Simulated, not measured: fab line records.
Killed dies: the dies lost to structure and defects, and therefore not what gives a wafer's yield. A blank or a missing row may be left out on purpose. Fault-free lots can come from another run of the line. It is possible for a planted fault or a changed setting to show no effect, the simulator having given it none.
fab line records	flow berkeleyCmos170
record: lots: 5	wafers: 23
route steps=331 shown M3@327
startH: start of the lot's first displayed wafer, in hours after the record's first day	waitH: time in hours since the lot's previous step	" unchanged from the row above	L1.1+2: a row that stands for several wafers	- no value, or no start given	* or withheld: withheld	< > ~ a bound
route shown NAME@n: a module of which the file shows steps, and the number in the route of the first	usual: mean and standard deviation over wafers with no fault	same: alike in all rows	chamber/n: place in a boat	sites: the reading at each site	_std_site: standard deviation across them	_edge_site: outer sites' mean less inner sites'	radiusMm: for every site, how far away it sits from the centre of the wafer	mask NAME#n: copy n	behind: the tool/chamber that last shaped the wafer	hold: the reason the lot was held/the length of the hold in hours/how it ended	device: whichever transistor did not switch (one of n, p or np)	end of line: the route-end tests of the same wafers	step lacking rows: just its recipe	killed: not the wafer's yield, but the dies lost to structure and defects at the first sort	map: a wafer's dies, x killed, . not, _ none there
set.NAME: the setting as run; set.NAME@STEP: as run at that earlier step	model.NAME: the simulator's own value behind a step, which no gauge read
lots where settings were altered on purpose, with a table for each step and a row for each wafer
== steps ==
step: UCB170_M3_METAL_ETCH_18
recipe: chemistry: Cl2/BCl3	target: Al	stopOn: SiO2	pressureMtorr: 12	targetDepthA: 11700	overEtchFrac: 0.3	timeS: 195	icpW: 600	biasW: 120	Cl2_flow_sccm: 90	bcl3FlowSccm: 45
usual: oesProductAu: 0.852/0.018
lot.wafer	tool	chamber	startH	waitH	set.icpW	set.timeS@M3_SPUTTER_01	oesProductAu
L078.1	rieMetal-02	0	210.95	-	600	120	0.891
L078.2	"	1	"	"	568.6	120	0.870
L078.3	"	1	"	"	600	111.3	0.833
L078.4	"	0	"	"	600	111.3	0.844
L078.6	"	1	"	"	568.6	111.3	0.827
L079.2	rieMetal-04	0	216.02	-	600	120	0.824
L079.3	"	1	"	"	600	120	0.822
L079.6	"	0	"	"	600	120	0.840
L081.1	rieMetal-04	1	236.66	-	655.7	120	0.840
L081.2	"	0	"	"	655.7	106.5	0.786
L081.3	"	0	"	"	600	106.5	0.790
L081.5	"	1	"	"	600	106.5	0.781
L081.6	"	0	"	"	600	120	0.834
L084.1	rieMetal-04	0	243.52	-	600	120	0.827
L084.2	"	1	"	"	600	120	0.838
L084.4	"	1	"	"	600	120	0.837
L084.5	"	0	"	"	600	120	0.841
L084.6	"	1	"	"	600	120	0.839
L085.1	rieMetal-01	0	245.77	-	635	120	0.857
L085.2	"	1	"	"	635	120	0.853
L085.3	"	0	"	"	635	120	0.852
L085.4	"	1	"	"	600	120	0.853
L085.6	"	1	"	"	600	120	0.844
step: UCB170_M3_STRIP_19
recipe: chemistry: O2	powerW: 400	pressureMtorr: 3500	platenTempC: withheld	o2FlowSccm: 400	overashFraction: 0.5
usual: oesProductAu: 0.530/0.0088
lot.wafer	tool	chamber	startH	waitH	set.icpW@M3_METAL_ETCH_18	oesProductAu
L078.1	plasmaAsher-04	0	211.14	0.1	600	0.544
L078.2	"	1	"	"	568.6	0.573
L078.3	"	1	"	"	600	0.529
L078.4	"	0	"	"	600	0.557
L078.6	"	1	"	"	568.6	0.580
L079.2	plasmaAsher-02	0	216.21	0.1	600	0.529
L079.3	"	0	"	"	600	0.519
L079.6	"	0	"	"	600	0.532
L081.1	plasmaAsher-02	0	236.85	0.1	655.7	0.501
L081.2	"	1	"	"	655.7	0.479
L081.3	"	0	"	"	600	0.530
L081.5	"	0	"	"	600	0.549
L081.6	"	1	"	"	600	0.534
L084.1	plasmaAsher-04	1	243.71	0.1	600	0.542
L084.2	"	0	"	"	600	0.524
L084.4	"	1	"	"	600	0.530
L084.5	"	0	"	"	600	0.534
L084.6	"	1	"	"	600	0.524
L085.1	plasmaAsher-02	1	245.95	0.1	635	0.512
L085.2	"	0	"	"	635	0.498
L085.3	"	0	"	"	635	0.500
L085.4	"	1	"	"	600	0.563
L085.6	"	1	"	"	600	0.548
== key ==
split: step: UCB170_M3_METAL_ETCH_18	setting: icpW	stated: 600	by: wafer
response: step: UCB170_M3_STRIP_19	reading: oesProductAu	change: -0.00623	per: 1%	r: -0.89
split outsideThisFile step=UCB170_M3_SPUTTER_01 setting=timeS
split outsideThisFile: this setting was split too, and the file shows its column; the key of that split is in another file
